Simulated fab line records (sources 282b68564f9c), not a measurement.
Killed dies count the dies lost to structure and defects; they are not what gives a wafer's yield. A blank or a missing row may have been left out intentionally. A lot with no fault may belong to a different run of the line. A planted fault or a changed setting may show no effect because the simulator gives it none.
What tool caused it?	flow ritCmos	14 lots, 42 wafers sampled, at 2 steps of a route of 202

WHAT THE GAUGES SHOWED, per wafer
RIT_CONTACT_THK_MEAS_01.
lot	measured	on	CONTACT_TEOS_THK (nm)
L522	day 3 03:06	filmMetro-01	400 408 408
L525	day 3 19:55	filmMetro-01	394 404 397
L526	day 3 23:46	filmMetro-02	397 395 391
L528	day 4 09:05	filmMetro-01	407 406 406
L531	day 5 04:50	filmMetro-02	397 397 405
L533	day 5 14:50	filmMetro-01	398 401 400
L532	day 5 17:26	filmMetro-01	406 407 403
L534	day 5 18:36	filmMetro-03	395 406 402
L536	day 6 11:15	filmMetro-01	403 406 409
L540	day 7 02:14	filmMetro-01	560 408 568
L542	day 7 10:14	filmMetro-01	396 400 399
L543	day 7 14:24	filmMetro-02	403 409 572
L544	day 7 18:00	filmMetro-01	399 404 401
L545	day 7 22:19	filmMetro-01	398 405 398

EACH LOT AND THE TOOL THAT RAN IT (in order: tool; ch and the chambers of the sampled wafers; start)
lot	RIT_CONTACT_CVD_00
L522	pecvd-04 ch 1,2, day 3 03:03
L525	pecvd-04 ch 0, day 3 19:51
L526	pecvd-02 ch 0,1,2, day 3 23:43
L528	pecvd-04 ch 0,2, day 4 09:01
L531	pecvd-04 ch 0,2, day 5 04:47
L533	pecvd-02 ch 0,1, day 5 14:46
L532	pecvd-03 ch 0,1,2, day 5 17:22
L534	pecvd-04 ch 0,1, day 5 18:32
L536	pecvd-03 ch 0,1, day 6 11:11
L540	pecvd-04 ch 1,2, day 7 02:09
L542	pecvd-03 ch 0,2, day 7 10:10
L543	pecvd-04 ch 0,1,2, day 7 14:20
L544	pecvd-02 ch 0,1,2, day 7 17:56
L545	pecvd-03 ch 0,1, day 7 22:15
- RIT_CONTACT_CVD_00: deposits SiO2 from TEOS, target thk 400 nm, time 61 s.

AS READ BY THE TOOLS THEMSELVES (means over the sampled wafers that have a number; for cases with no such wafer, the mark the record gives instead)
RIT_CONTACT_CVD_00.
lot	tool	heaterPowerW (W)	susceptorTempC (C)
L522	pecvd-04	318	390.04
L525	pecvd-04	313	390.21
L526	pecvd-02	309	389.84
L528	pecvd-04	325	390.07
L531	pecvd-04	345	389.97
L533	pecvd-02	257	389.99
L532	pecvd-03	314	390.28
L534	pecvd-04	287	389.95
L536	pecvd-03	244	390.18
L540	pecvd-04	323	389.75
L542	pecvd-03	287	390.17
L543	pecvd-04	338	390.10
L544	pecvd-02	300	390.23
L545	pecvd-03	251	390.18

THE ANSWER, worked out from the rows above alone
Rule: what is usual is taken from the lots themselves. Put in order of their means at a reading, lots are off if they are a third of the lots or fewer, leave a main group of 4 or more, and stand apart from it by a gap of 3 or more times the standard deviation of the main group's means; of several such gaps the widest counts. A main group is skipped when, at the precision printed for the reading in the tables above, its means are all equal. A lot without any number at a reading at which 4 lots or more have one is off too. Where the step has rows for the other lots, those lots are counted as sound. The gauges are gone through in route order, then the tools' own readings, and for those a lot's mean is taken as printed above. The first step at which some lot is off is used, and at that step the reading that is off furthest; a lot without a number counts as furthest.
Off: at RIT_CONTACT_THK_MEAS_01 (CONTACT_TEOS_THK), L540, L543. Mean 401 nm and standard deviation 3.6 in the main group.
If a tool, at a process step before that reading, ran all the lots that are off and no sound lot after the first of them, it fits. Gauges at RIT_CONTACT_THK_MEAS_01: tried the same way as those tools. One candidate fits, namely pecvd-04 at RIT_CONTACT_CVD_00. A fault onset in the window from L534 (day 5 18:32, its last sound lot) to L540 (day 7 02:09, its first lot off) fits.

WHAT WAS PUT IN BY THE SIMULATOR
pecvd-04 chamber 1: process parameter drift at RIT_CONTACT_CVD_00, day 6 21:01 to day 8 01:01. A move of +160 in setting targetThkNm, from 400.
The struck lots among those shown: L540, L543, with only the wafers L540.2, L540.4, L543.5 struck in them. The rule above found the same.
